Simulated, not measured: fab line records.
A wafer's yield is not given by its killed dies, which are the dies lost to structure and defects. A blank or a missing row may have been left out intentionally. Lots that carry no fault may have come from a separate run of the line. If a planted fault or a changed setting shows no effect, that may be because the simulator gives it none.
Struck lot and sound lot, side by side + flow berkeleyCmos170 + 15 out of 331 route steps
Sound: the wafers L651.3, L651.5, L651.6. Wafers struck: L657.1, L657.3. The cause is given at the end.
Each step with rows lists, per side, the tool, then ch with its chambers, then its first start. Under that, the readings that differ: sound wafers + struck wafers + difference of the means + sigmas: that difference in standard deviations of wafers without a fault.
alike: readings with means less than 2 such deviations apart, plus words and numbers identical on both sides. not compared: withheld readings, readings lacking a value on some wafer, bounds such as >300 that could conceal the same value, and numbers that have no deviation in the record and whose values overlap.
Wherever a step has rows on one side only, a row that says differs or no value, or a row with sigmas, the two part there. Non-overlapping numbers with no deviation appear without sigmas and do not part them. A reading missing from all wafers of one side parts the sides only when that side holds two or more wafers.

UCB170_SPACER_THK_MEAS_01:
  struck on filmMetro-02, day 10 17:00; sound on filmMetro-04, day 9 10:56
  alike: SPACER_TEOS_THK
then, 1 step without rows for these wafers: UCB170_SPACER_ANNEAL_02 (time 1800 s).
UCB170_SPACER_ETCHBACK_03: etches SiO2 in CHF3/CF4/Ar, stops on Si, target depth 376 nm, time 100 s.
  sound on rieDiel-01 ch 1,2,3, day 9 15:40; struck on rieDiel-03 ch 2,3, day 10 20:44
  alike: drypumpMotorCurrentA, oesProductAu, throttleValvePct
  not compared: rfHoursCounterH
then, 6 steps without rows for these wafers: UCB170_PSD_HMDS_00 (prime time 60 s); UCB170_PSD_COAT_01 (resist thk 900 nm); UCB170_PSD_SOFTBAKE_02 (time 60 s); UCB170_PSD_EXPOSE_03 (exposes mask PSELECT MOD, target cd 1200 nm); UCB170_PSD_PEB_04; UCB170_PSD_DEVELOP_05 (develop time 45 s).
UCB170_PSD_CD_MEAS_06: the cd target is 1200 nm.
  struck on cdSem-02, day 10 22:23; sound on cdSem-01, day 9 17:05
  alike: cdNm
UCB170_PSD_OVL_MEAS_07:
  struck on overlay-02, day 10 22:31; sound on overlay-02, day 9 17:10
  alike: PSD_OVL
next, for these wafers, 1 step has no rows: UCB170_PSD_IMPLANT_08.
UCB170_PSD_STRIP_09: strips in O2.
  sound on plasmaAsher-01 ch 0,1, day 9 17:23; struck on plasmaAsher-01 ch 1, day 10 22:42
| reading                      | sound             | struck      | difference | sigmas      |
|------------------------------|-------------------|-------------|------------|-------------|
| chamberPressureMTorr (mTorr) | 3507 3505 3501    | 2798 2801   | -705       | -99 or more |
| stripTimeToEndpointS (s)     | 29.43 29.42 29.41 | 29.59 29.62 | +0.18      | +2          |
  alike: drypumpMotorCurrentA, oesProductAu
  not compared: rfHoursCounterH
UCB170_PSD_TW_MEAS_10:
  struck on filmMetro-02, day 10 22:48; sound on filmMetro-02, day 9 17:28
  alike: PSD_TW
UCB170_M3_PROBE_99:
  the record has rows for the sound wafers here (prober-01, day 10 18:24) and none for the struck ones

== WHERE THEY PART ==
Earliest at UCB170_PSD_STRIP_09; latest, in this record, at UCB170_M3_PROBE_99.

WHY: what had been put in by the simulator
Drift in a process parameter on plasmaAsher-01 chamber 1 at UCB170_PSD_STRIP_09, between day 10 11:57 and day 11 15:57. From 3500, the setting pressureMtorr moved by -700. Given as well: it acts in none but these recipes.
